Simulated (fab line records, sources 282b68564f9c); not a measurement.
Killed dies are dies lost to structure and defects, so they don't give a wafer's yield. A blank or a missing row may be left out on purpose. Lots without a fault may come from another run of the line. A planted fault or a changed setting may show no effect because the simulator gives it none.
Tool commonality check | flow rit_cmos | 13 lots, 39 wafers sampled

WHY IT WAS OPENED
At RIT_GATE_CD_MEAS_16 the reading cd_nm is flagged on 1 of 13 lots. Wafers without a fault read 149.3 nm, standard deviation 2.3.
Rule: a lot is flagged when every wafer of it that has a number lies more than 4 standard deviations from that mean, or none has a number. The other lots count as sound.

lot  | measured    | on        | cd_nm (nm), wafer by wafer | flag
L875 | day 2 16:22 | cd_sem-02 | 151.5 151.1 149.1          |
L877 | day 3 08:32 | cd_sem-01 | 148.7 150.0 148.7          |
L879 | day 3 20:13 | cd_sem-01 | 143.3 145.8 147.5          |
L880 | day 3 23:29 | cd_sem-01 | 146.5 148.0 145.8          |
L881 | day 4 08:43 | cd_sem-02 | 152.2 152.7 149.0          |
L883 | day 4 10:21 | cd_sem-02 | 162.0 162.3 161.9          | FLAGGED
L884 | day 4 16:02 | cd_sem-01 | 151.2 152.6 148.4          |
L892 | day 6 04:13 | cd_sem-02 | 150.2 151.4 148.3          |
L893 | day 6 07:42 | cd_sem-02 | 148.6 148.4 148.0          |
L894 | day 6 16:25 | cd_sem-01 | 152.5 150.2 152.4          |
L896 | day 6 22:56 | cd_sem-02 | 150.7 151.2 152.4          |
L897 | day 7 10:51 | cd_sem-01 | 147.1 145.5 144.8          |
L898 | day 7 13:21 | cd_sem-01 | 146.5 147.9 147.7          |
The numbers of the flagged lots are 162.1 nm on average: +12.8 nm against the usual, or +6 standard deviations.

WHICH TOOL RAN EACH LOT
The record holds 1 process step before the reading, out of a route of 202 steps. In each cell: the tool, then ch and the chambers that the sampled wafers went through, then the start.
lot  | flag    | RIT_GATE_EXPOSE_13
L875 |         | iline_stepper-01 ch 0, day 2 15:58
L877 |         | iline_stepper-01 ch 0, day 3 08:08
L879 |         | iline_stepper-02 ch 0, day 3 19:49
L880 |         | iline_stepper-02 ch 0, day 3 23:05
L881 |         | iline_stepper-02 ch 0, day 4 08:10
L883 | FLAGGED | iline_stepper-01 ch 0, day 4 09:47
L884 |         | iline_stepper-01 ch 0, day 4 15:38
L892 |         | iline_stepper-02 ch 0, day 6 03:49
L893 |         | iline_stepper-02 ch 0, day 6 07:18
L894 |         | iline_stepper-02 ch 0, day 6 16:01
L896 |         | iline_stepper-02 ch 0, day 6 22:32
L897 |         | iline_stepper-01 ch 0, day 7 10:26
L898 |         | iline_stepper-01 ch 0, day 7 12:48
What these steps do:
- RIT_GATE_EXPOSE_13: exposes mask M6, target cd 150 nm.
- RIT_GATE_CD_MEAS_16: target cd 150 nm.

FLAGGED OVER TOTAL, TOOL BY TOOL (the gauges that took the reading come last)
step                | tool             | lots run | flagged | share of the flagged lots | sound lots run after its first flagged lot
RIT_GATE_EXPOSE_13  | iline_stepper-01 | 6        | 1       | all                       | 3 (L884,L897,L898)
RIT_GATE_EXPOSE_13  | iline_stepper-02 | 7        | 0       | none                      | -
RIT_GATE_CD_MEAS_16 | cd_sem-01        | 7        | 0       | none                      | -
RIT_GATE_CD_MEAS_16 | cd_sem-02        | 6        | 1       | all                       | 3 (L892,L893,L896)

WHAT THE TABLE ALLOWS
2 rows of the table ran every flagged lot: iline_stepper-01 at RIT_GATE_EXPOSE_13, cd_sem-02 at RIT_GATE_CD_MEAS_16.
- iline_stepper-01 at RIT_GATE_EXPOSE_13: 1 of its 6 lots flagged. Sound lots ran on it after the first flagged one (L884, L897, L898), which a lasting fault on the whole tool wouldn't allow.
- cd_sem-02 at RIT_GATE_CD_MEAS_16: 1 of its 6 lots flagged. Sound lots ran on it after the first flagged one (L892, L893, L896), which a lasting fault on the whole tool wouldn't allow.
No row of the table ran every flagged lot and no sound lot after the first.

WHAT THE SIMULATOR HAD PUT IN
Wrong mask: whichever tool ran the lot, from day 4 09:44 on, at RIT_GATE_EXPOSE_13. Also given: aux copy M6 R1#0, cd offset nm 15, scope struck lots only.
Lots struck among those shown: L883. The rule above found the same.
